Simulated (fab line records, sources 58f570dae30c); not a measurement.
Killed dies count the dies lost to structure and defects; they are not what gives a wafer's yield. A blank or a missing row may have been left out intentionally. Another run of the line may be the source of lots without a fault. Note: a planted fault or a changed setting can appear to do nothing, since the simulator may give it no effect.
Problem report, 8D (eight disciplines) form, completed by code ; flow berkeley-cmos170 ; the parts of the form that need people (team, actions taken, sign-off) are left out

== 1. THE ISSUE ==
At UCB170_V2_CD_MEAS_12, cd-nm averages 690.0 nm over 6 wafers from 2 lots, while fault-free wafers read 700.1 nm, standard deviation 1.2. That puts it -8.4 standard deviations away from the usual mean.
The step: target cd 700 nm.
Earliest sighting: wafer L322.4 on cd-sem-02 at day 9 12:09. At this step, 39 wafers from 13 lots have a number in the record. Rule for "out", or "out of limits": more than 4 standard deviations from the usual mean. The rest of the wafers with a number are treated as sound.

== 2. WHAT IT IS AND WHAT IT IS NOT ==
question;is;is not
which readings at this step;cd-nm;-
which lots;L322, L324;L315, L316, L317, L318, L327, L329, L330, L332, L333, L334, L337
which wafers of those lots;all that have a number;-
read on which gauges;cd-sem-02;cd-sem-01
when;from day 9 12:09;"up to then (12 sound wafers); but 21 sound wafers of L327, L329, L330, L332, L333, L334, L337 came after"

== 3. THE SUSPECTS, EACH WITH WHAT RULES IT OUT ==
Counting: a tool at a process step up to the reading stays a suspect if it ran every lot that is out and no sound lot after the first of them.
- the gauge at UCB170_V2_CD_MEAS_12 is ruled out. All the wafers that are out were read on cd-sem-02, but those of them that UCB170_V2_SOFTBAKE_08 has rows for are out there too, on other tools.
- litho-track-01 at UCB170_V2_SOFTBAKE_08 (time 60 s): kept. It processed each lot that is out, first L322 at day 9 11:29, and no sound lot thereafter; up to then, the last sound lot it processed was L318 at day 8 16:01. Its own readings are out on those wafers: heater-power-total-W, run-length-s.
Remaining after the count: litho-track-01 at UCB170_V2_SOFTBAKE_08.

== 4. THE CAUSE (what the simulator had put in) ==
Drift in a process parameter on litho-track-01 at UCB170_V2_SOFTBAKE_08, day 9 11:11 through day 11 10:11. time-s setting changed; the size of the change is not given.
After counting, this tool was the only one left.

== 5. SEQUENCE OF EFFECTS, ordered by route ==
Each row: a reading whose mean over the struck wafers that have a number lies more than 3 standard deviations from the usual. Only readings whose record carries a usual standard deviation are examined. hours: median over the lots of the time between each lot's start at the first step of this table that gives one and its start at this step. sigmas: the change, counted in usual standard deviations.
hours;step;reading;usual;on struck wafers;change;sigmas
0;UCB170_V2_SOFTBAKE_08;heater-power-total-W;56.80 W;69.19;+12.39;+99 or more
0;UCB170_V2_SOFTBAKE_08;run-length-s;89.04 s;58.39;-30.65;-99 or more
1;UCB170_V2_CD_MEAS_12;cd-nm;700.1 nm;690.0;-10.1;-8.4
Process steps it contains:
- UCB170_V2_SOFTBAKE_08: time 60 s.

== 6. WHAT WOULD HAVE CAUGHT IT SOONER ==
In this record the first reading out of limits at a measuring or inspecting step was taken at day 9 12:09, 1 hour after the fault began at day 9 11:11.
Tool's own readings at UCB170_V2_SOFTBAKE_08, heater-power-total-W, run-length-s: out on all struck wafers the step has rows for; an alarm limit on them would have tripped on the first.
L324, from the lots that are out (2), started UCB170_V2_SOFTBAKE_08 on litho-track-01 later than day 9 12:09. A hold on the tool at that time would have spared it.
